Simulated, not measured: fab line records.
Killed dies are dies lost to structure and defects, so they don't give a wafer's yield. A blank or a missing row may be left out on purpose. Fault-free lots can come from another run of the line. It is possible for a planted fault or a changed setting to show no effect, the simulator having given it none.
fab line records / flow berkeleyCmos170
record lots=14 wafers=42 lastDay=13
route steps=331 shown PFIELD@86
lots with no fault: from the same line, run without faults
startH: hours from the record's first day to the start of the lot's first wafer shown / waitH: how many hours have passed since the lot's step before this one / " the same as in the row above / L1.1+2: several wafers, shown together as one row / - no value, or no start given / * or withheld: withheld / < > ~ a bound
route shown NAME@n: a module of which the file shows steps, and the number in the route of the first / usual: the fault-free wafers' mean and standard deviation / same: alike in all rows / chamber/n: place in a boat / sites: per-site readings / _std_site: standard deviation across them / _edge_site: the outer-site mean with the inner-site mean subtracted / radiusMm: for every site, how far away it sits from the centre of the wafer / mask NAME#n: copy n / behind: the last tool/chamber to shape the wafer / hold: reason for holding the lot/hours on hold/outcome of the hold / device: the transistor (n, p or np) that didn't switch / end of line: the same wafers' tests at the end of the route / for a step that has no rows: nothing shown but its recipe / killed: not the wafer's yield, but the dies lost to structure and defects at the first sort / map: the dies of a wafer, with x for killed, . for not killed, _ for no die there
set.NAME: setting as actually run; set.NAME@STEP: the setting as run at that earlier step / model.NAME: the simulator's own value behind a step, which no gauge read
a sample of lots followed through the steps of the route, with each step as a table and each wafer as a row
services: the hour from which a tool's chamber was out of use, counted from the record's first day as startH (under 0 if before that day), plus the number of hours and why
## steps
# step UCB170_PFIELD_IMPLANT_07
# recipe species=B doseCm2=2e+13 energyKev=80 tiltDeg=7
# usual doseIonsCm2=2e+13/2e+10 faradayCurrentUA=63.5/1.5
lot.wafer=L292.1 tool=implanter-01 chamber=0 startH=93.28 waitH=0.0 doseIonsCm2=1.9982e+13 faradayCurrentUA=61.9
lot.wafer=L292.2 tool=implanter-01 chamber=0 startH=93.28 waitH=0.0 doseIonsCm2=1.9986e+13 faradayCurrentUA=63.3
lot.wafer=L292.6 tool=implanter-01 chamber=0 startH=93.28 waitH=0.0 doseIonsCm2=1.9961e+13 faradayCurrentUA=62.6
lot.wafer=L294.4 tool=implanter-01 chamber=0 startH=103.60 waitH=0.1 doseIonsCm2=1.9999e+13 faradayCurrentUA=64.0
lot.wafer=L294.5 tool=implanter-01 chamber=0 startH=103.60 waitH=0.1 doseIonsCm2=1.9963e+13 faradayCurrentUA=65.1
lot.wafer=L294.6 tool=implanter-01 chamber=0 startH=103.60 waitH=0.1 doseIonsCm2=2.0003e+13 faradayCurrentUA=63.7
lot.wafer=L293.1 tool=implanter-04 chamber=0 startH=103.80 waitH=0.0 doseIonsCm2=1.9983e+13 faradayCurrentUA=67.0
lot.wafer=L293.2 tool=implanter-04 chamber=0 startH=103.80 waitH=0.0 doseIonsCm2=1.9985e+13 faradayCurrentUA=63.0
lot.wafer=L293.3 tool=implanter-04 chamber=0 startH=103.80 waitH=0.0 doseIonsCm2=2.0003e+13 faradayCurrentUA=62.6
lot.wafer=L295.1 tool=implanter-01 chamber=0 startH=104.04 waitH=0.0 doseIonsCm2=2.0023e+13 faradayCurrentUA=62.8
lot.wafer=L295.2 tool=implanter-01 chamber=0 startH=104.04 waitH=0.0 doseIonsCm2=2.0011e+13 faradayCurrentUA=63.6
lot.wafer=L295.3 tool=implanter-01 chamber=0 startH=104.04 waitH=0.0 doseIonsCm2=2.0076e+13 faradayCurrentUA=64.3
lot.wafer=L297.2 tool=implanter-01 chamber=0 startH=114.92 waitH=0.0 doseIonsCm2=1.9948e+13 faradayCurrentUA=63.2
lot.wafer=L297.4 tool=implanter-01 chamber=0 startH=114.92 waitH=0.0 doseIonsCm2=1.9974e+13 faradayCurrentUA=63.8
lot.wafer=L297.5 tool=implanter-01 chamber=0 startH=114.92 waitH=0.0 doseIonsCm2=1.995e+13 faradayCurrentUA=61.3
lot.wafer=L296.1 tool=implanter-02 chamber=0 startH=115.06 waitH=0.0 doseIonsCm2=2.0012e+13 faradayCurrentUA=62.4
lot.wafer=L296.2 tool=implanter-02 chamber=0 startH=115.06 waitH=0.0 doseIonsCm2=2.0006e+13 faradayCurrentUA=66.5
lot.wafer=L296.6 tool=implanter-02 chamber=0 startH=115.06 waitH=0.0 doseIonsCm2=2.0027e+13 faradayCurrentUA=61.7
lot.wafer=L299.3 tool=implanter-02 chamber=0 startH=125.97 waitH=0.1 doseIonsCm2=2.0019e+13 faradayCurrentUA=62.0
lot.wafer=L299.4 tool=implanter-02 chamber=0 startH=125.97 waitH=0.1 doseIonsCm2=2.0007e+13 faradayCurrentUA=65.1
lot.wafer=L299.6 tool=implanter-02 chamber=0 startH=125.97 waitH=0.1 doseIonsCm2=2.0002e+13 faradayCurrentUA=62.6
lot.wafer=L304.2 tool=implanter-01 chamber=0 startH=153.11 waitH=0.0 doseIonsCm2=1.4866e+13 faradayCurrentUA=47.4
lot.wafer=L304.3 tool=implanter-01 chamber=0 startH=153.11 waitH=0.0 doseIonsCm2=1.486e+13 faradayCurrentUA=44.9
lot.wafer=L304.6 tool=implanter-01 chamber=0 startH=153.11 waitH=0.0 doseIonsCm2=1.4859e+13 faradayCurrentUA=47.1
lot.wafer=L305.1 tool=implanter-01 chamber=0 startH=153.24 waitH=0.1 doseIonsCm2=1.4858e+13 faradayCurrentUA=48.1
lot.wafer=L305.3 tool=implanter-01 chamber=0 startH=153.24 waitH=0.1 doseIonsCm2=1.4861e+13 faradayCurrentUA=46.8
lot.wafer=L305.6 tool=implanter-01 chamber=0 startH=153.24 waitH=0.1 doseIonsCm2=1.486e+13 faradayCurrentUA=45.6
lot.wafer=L306.1 tool=implanter-02 chamber=0 startH=166.36 waitH=0.0 doseIonsCm2=2.002e+13 faradayCurrentUA=64.0
lot.wafer=L306.3 tool=implanter-02 chamber=0 startH=166.36 waitH=0.0 doseIonsCm2=2.0019e+13 faradayCurrentUA=63.9
lot.wafer=L306.6 tool=implanter-02 chamber=0 startH=166.36 waitH=0.0 doseIonsCm2=2.0012e+13 faradayCurrentUA=64.5
lot.wafer=L309.1 tool=implanter-02 chamber=0 startH=182.98 waitH=0.0 doseIonsCm2=1.9991e+13 faradayCurrentUA=62.6
lot.wafer=L309.2 tool=implanter-02 chamber=0 startH=182.98 waitH=0.0 doseIonsCm2=2.0025e+13 faradayCurrentUA=64.6
lot.wafer=L309.5 tool=implanter-02 chamber=0 startH=182.98 waitH=0.0 doseIonsCm2=1.9991e+13 faradayCurrentUA=62.3
lot.wafer=L312.1 tool=implanter-02 chamber=0 startH=208.06 waitH=0.0 doseIonsCm2=1.9999e+13 faradayCurrentUA=64.3
lot.wafer=L312.2 tool=implanter-02 chamber=0 startH=208.06 waitH=0.0 doseIonsCm2=1.9996e+13 faradayCurrentUA=65.3
lot.wafer=L312.3 tool=implanter-02 chamber=0 startH=208.06 waitH=0.0 doseIonsCm2=2.0005e+13 faradayCurrentUA=66.3
lot.wafer=L313.1 tool=implanter-02 chamber=0 startH=216.57 waitH=0.0 doseIonsCm2=1.9989e+13 faradayCurrentUA=62.1
lot.wafer=L313.3 tool=implanter-02 chamber=0 startH=216.57 waitH=0.0 doseIonsCm2=2.0011e+13 faradayCurrentUA=62.1
lot.wafer=L313.5 tool=implanter-02 chamber=0 startH=216.57 waitH=0.0 doseIonsCm2=1.9961e+13 faradayCurrentUA=63.1
lot.wafer=L315.3 tool=implanter-02 chamber=0 startH=217.15 waitH=0.1 doseIonsCm2=1.9974e+13 faradayCurrentUA=65.6
lot.wafer=L315.4 tool=implanter-02 chamber=0 startH=217.15 waitH=0.1 doseIonsCm2=2.0032e+13 faradayCurrentUA=64.9
lot.wafer=L315.6 tool=implanter-02 chamber=0 startH=217.15 waitH=0.1 doseIonsCm2=1.9996e+13 faradayCurrentUA=64.2
# step UCB170_PFIELD_TW_MEAS_09
# usual PFIELD_TW=605/7.3
lot.wafer=L292.1 tool=filmMetro-04 chamber=- startH=93.53 waitH=0.1 PFIELD_TW=615
lot.wafer=L292.2 tool=filmMetro-04 chamber=- startH=93.53 waitH=0.1 PFIELD_TW=615
lot.wafer=L292.6 tool=filmMetro-04 chamber=- startH=93.53 waitH=0.1 PFIELD_TW=614
lot.wafer=L294.4 tool=filmMetro-01 chamber=- startH=103.81 waitH=0.1 PFIELD_TW=591
lot.wafer=L294.5 tool=filmMetro-01 chamber=- startH=103.81 waitH=0.1 PFIELD_TW=595
lot.wafer=L294.6 tool=filmMetro-01 chamber=- startH=103.81 waitH=0.1 PFIELD_TW=593
lot.wafer=L293.1 tool=filmMetro-04 chamber=- startH=104.05 waitH=0.1 PFIELD_TW=611
lot.wafer=L293.2 tool=filmMetro-04 chamber=- startH=104.05 waitH=0.1 PFIELD_TW=611
lot.wafer=L293.3 tool=filmMetro-04 chamber=- startH=104.05 waitH=0.1 PFIELD_TW=614
lot.wafer=L295.1 tool=filmMetro-01 chamber=- startH=104.29 waitH=0.1 PFIELD_TW=591
lot.wafer=L295.2 tool=filmMetro-01 chamber=- startH=104.29 waitH=0.1 PFIELD_TW=591
lot.wafer=L295.3 tool=filmMetro-01 chamber=- startH=104.29 waitH=0.1 PFIELD_TW=593
lot.wafer=L297.2 tool=filmMetro-03 chamber=- startH=115.16 waitH=0.1 PFIELD_TW=602
lot.wafer=L297.4 tool=filmMetro-03 chamber=- startH=115.16 waitH=0.1 PFIELD_TW=602
lot.wafer=L297.5 tool=filmMetro-03 chamber=- startH=115.16 waitH=0.1 PFIELD_TW=597
lot.wafer=L296.1 tool=filmMetro-04 chamber=- startH=115.31 waitH=0.1 PFIELD_TW=613
lot.wafer=L296.2 tool=filmMetro-04 chamber=- startH=115.31 waitH=0.1 PFIELD_TW=615
lot.wafer=L296.6 tool=filmMetro-04 chamber=- startH=115.31 waitH=0.1 PFIELD_TW=613
lot.wafer=L299.3 tool=filmMetro-03 chamber=- startH=126.19 waitH=0.1 PFIELD_TW=605
lot.wafer=L299.4 tool=filmMetro-03 chamber=- startH=126.19 waitH=0.1 PFIELD_TW=600
lot.wafer=L299.6 tool=filmMetro-03 chamber=- startH=126.19 waitH=0.1 PFIELD_TW=603
lot.wafer=L304.2 tool=filmMetro-03 chamber=- startH=153.35 waitH=0.1 PFIELD_TW=550
lot.wafer=L304.3 tool=filmMetro-03 chamber=- startH=153.35 waitH=0.1 PFIELD_TW=547
lot.wafer=L304.6 tool=filmMetro-03 chamber=- startH=153.35 waitH=0.1 PFIELD_TW=551
lot.wafer=L305.1 tool=filmMetro-04 chamber=- startH=153.49 waitH=0.1 PFIELD_TW=551
lot.wafer=L305.3 tool=filmMetro-04 chamber=- startH=153.49 waitH=0.1 PFIELD_TW=557
lot.wafer=L305.6 tool=filmMetro-04 chamber=- startH=153.49 waitH=0.1 PFIELD_TW=554
lot.wafer=L306.1 tool=filmMetro-04 chamber=- startH=166.61 waitH=0.1 PFIELD_TW=605
lot.wafer=L306.3 tool=filmMetro-04 chamber=- startH=166.61 waitH=0.1 PFIELD_TW=606
lot.wafer=L306.6 tool=filmMetro-04 chamber=- startH=166.61 waitH=0.1 PFIELD_TW=607
lot.wafer=L309.1 tool=filmMetro-01 chamber=- startH=183.23 waitH=0.1 PFIELD_TW=597
lot.wafer=L309.2 tool=filmMetro-01 chamber=- startH=183.23 waitH=0.1 PFIELD_TW=594
lot.wafer=L309.5 tool=filmMetro-01 chamber=- startH=183.23 waitH=0.1 PFIELD_TW=594
lot.wafer=L312.1 tool=filmMetro-03 chamber=- startH=208.31 waitH=0.1 PFIELD_TW=603
lot.wafer=L312.2 tool=filmMetro-03 chamber=- startH=208.31 waitH=0.1 PFIELD_TW=603
lot.wafer=L312.3 tool=filmMetro-03 chamber=- startH=208.31 waitH=0.1 PFIELD_TW=600
lot.wafer=L313.1 tool=filmMetro-03 chamber=- startH=216.97 waitH=0.1 PFIELD_TW=605
lot.wafer=L313.3 tool=filmMetro-03 chamber=- startH=216.97 waitH=0.1 PFIELD_TW=601
lot.wafer=L313.5 tool=filmMetro-03 chamber=- startH=216.97 waitH=0.1 PFIELD_TW=606
lot.wafer=L315.3 tool=filmMetro-04 chamber=- startH=217.47 waitH=0.1 PFIELD_TW=609
lot.wafer=L315.4 tool=filmMetro-04 chamber=- startH=217.47 waitH=0.1 PFIELD_TW=611
lot.wafer=L315.6 tool=filmMetro-04 chamber=- startH=217.47 waitH=0.1 PFIELD_TW=611
## services
tool=implanter-04 chamber=- startH=95.62 hours=1.3 kind=repair
tool=implanter-02 chamber=- startH=151.00 hours=3.6 kind=repair
tool=implanter-04 chamber=- startH=152.62 hours=2.8 kind=repair
tool=implanter-01 chamber=- startH=156.02 hours=4.7 kind=pm
tool=implanter-02 chamber=- startH=158.11 hours=6.0 kind=repair
## key
firstSign step=UCB170_PFIELD_IMPLANT_07 reading=doseIonsCm2 direction=down sigmas=99+ usual=2e+13 struck=1.4861e+13
effect step=UCB170_PFIELD_IMPLANT_07 reading=faradayCurrentUA direction=down sigmas=12 usual=63.5 struck=46.7
effect step=UCB170_PFIELD_TW_MEAS_09 reading=PFIELD_TW direction=down sigmas=7.3 usual=605 struck=552
metAt UCB170_PFIELD_IMPLANT_07
struckLots L304,L305
testerLeftOut L304,L305
onsetBetween 114.92 153.11
fault kind=processParameterDrift tool=implanter-01 chamber=- onsetH=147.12 steps=UCB170_PFIELD_IMPLANT_07 channel=doseCm2 offset=-5.129e+12 shape=step endH=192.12 actsIn=theseRecipesOnly stated=2e+13
# testerLeftOut: of these lots the tester's yield and bins aren't shown, on N5 and GAA mostly nor the transistor test; their killed dies are dies lost to structure and defects alone, not to doping, threshold or leakage, so they don't give the yield
